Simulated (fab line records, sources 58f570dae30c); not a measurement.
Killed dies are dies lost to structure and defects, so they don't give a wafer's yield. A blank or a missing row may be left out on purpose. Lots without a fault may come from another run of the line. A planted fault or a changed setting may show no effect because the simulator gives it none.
A struck lot beside a sound one | flow berkeley_cmos170 | 18 steps out of a route of 331
Sound: wafers L288.1, L288.2, L288.3. Struck: wafers L300.2, L300.4, L300.5. The cause comes at the end.
At each step with rows: each side's tool, then ch and its chambers, then its first start. Under that, the readings that differ: sound wafers | struck wafers | difference of the means | sigmas: that difference in standard deviations of wafers without a fault.
alike: readings whose means differ by less than 2 such deviations, and words and numbers that are the same on both sides. not compared: withheld readings, readings that some wafer has no value for, bounds like >300 that may hide the same value, and numbers for which the record gives no deviation and whose values overlap.
The two part at a step that has a row with sigmas, a row that says differs or no value, or rows on one side only. Numbers that don't overlap but have no deviation are shown without sigmas and don't part them. A reading that every wafer of one side lacks parts them only if that side has two wafers or more.

UCB170_PVT_STRIP_08: strips in O2.
  sound on plasma_asher-01 ch 0,1, day 6 11:44; struck on plasma_asher-01 ch 0,1, day 9 07:52
  alike: drypump_motor_current_A, oes_product_au, strip_time_to_endpoint_s
  not compared: rf_hours_counter_h
UCB170_PVT_TW_MEAS_09:
  sound on film_metro-03, day 6 11:50; struck on film_metro-01, day 9 07:59
  alike: PVT_TW
then, 1 step without rows for these wafers: UCB170_GATE_WET_ETCH_00 (etches SiO2 in dHF, time 200 s).
UCB170_FIELD_THK_MEAS_91:
  sound on film_metro-04, day 6 11:58; struck on film_metro-03, day 9 08:07
  alike: FIELD_OXIDE_LEFT_2_THK
then, 1 step without rows for these wafers: UCB170_GATE_OXIDATION_01 (target thk 6.6 nm, ox time 1800 s).
UCB170_GATE_THK_MEAS_02:
  sound on film_metro-01, day 6 18:58; struck on film_metro-02, day 9 20:11
  alike: GATE_OXIDE_THK
then, 2 steps without rows for these wafers: UCB170_GATE_ANNEAL_03 (time 1800 s); UCB170_GATE_CVD_04 (deposits poly-Si from SiH4, time 1440 s, target thk 214 nm).
UCB170_GATE_THK_MEAS_05:
  sound on film_metro-03, day 7 01:13; struck on film_metro-02, day 10 08:22
  alike: GATE_POLY_THK
then, 3 steps without rows for these wafers: UCB170_GATE_COAT_06; UCB170_GATE_COAT_07 (resist thk 900 nm); UCB170_GATE_SOFTBAKE_08 (time 60 s).
UCB170_GATE_EXPOSE_09: exposes mask POLY, target cd 350 nm.
  sound on krf_scanner-01 ch 0, day 7 02:02; struck on krf_scanner-01 ch 0, day 10 09:01
  reading                      | sound             | struck            | difference | sigmas
  model.GATE.overlay_x_nm (nm) | 1.838 1.838 1.838 | 315.7 315.7 315.7 | +313.9     |
  alike: mask, exposure_dose_mJ_cm2, reticle_temp_C
then, 2 steps without rows for these wafers: UCB170_GATE_PEB_10; UCB170_GATE_DEVELOP_11 (develop time 45 s).
UCB170_GATE_CD_MEAS_12: target cd 350 nm.
  sound on cd_sem-02, day 7 02:52; struck on cd_sem-02, day 10 09:24
  alike: cd_nm
UCB170_GATE_OVL_MEAS_13:
  sound on overlay-02, day 7 02:59; struck on overlay-01, day 10 09:43
  reading       | sound    | struck      | difference | sigmas
  GATE_OVL (nm) | -2 -4 -8 | 307 310 309 | +313       | +53
  not compared: hold
UCB170_M3_PROBE_99:
  the record has rows for the sound wafers here (prober-01, day 8 21:28) and none for the struck ones

WHERE THEY PART
First at UCB170_GATE_OVL_MEAS_13; last, within this record, at UCB170_M3_PROBE_99.

WHY: what the simulator had put in
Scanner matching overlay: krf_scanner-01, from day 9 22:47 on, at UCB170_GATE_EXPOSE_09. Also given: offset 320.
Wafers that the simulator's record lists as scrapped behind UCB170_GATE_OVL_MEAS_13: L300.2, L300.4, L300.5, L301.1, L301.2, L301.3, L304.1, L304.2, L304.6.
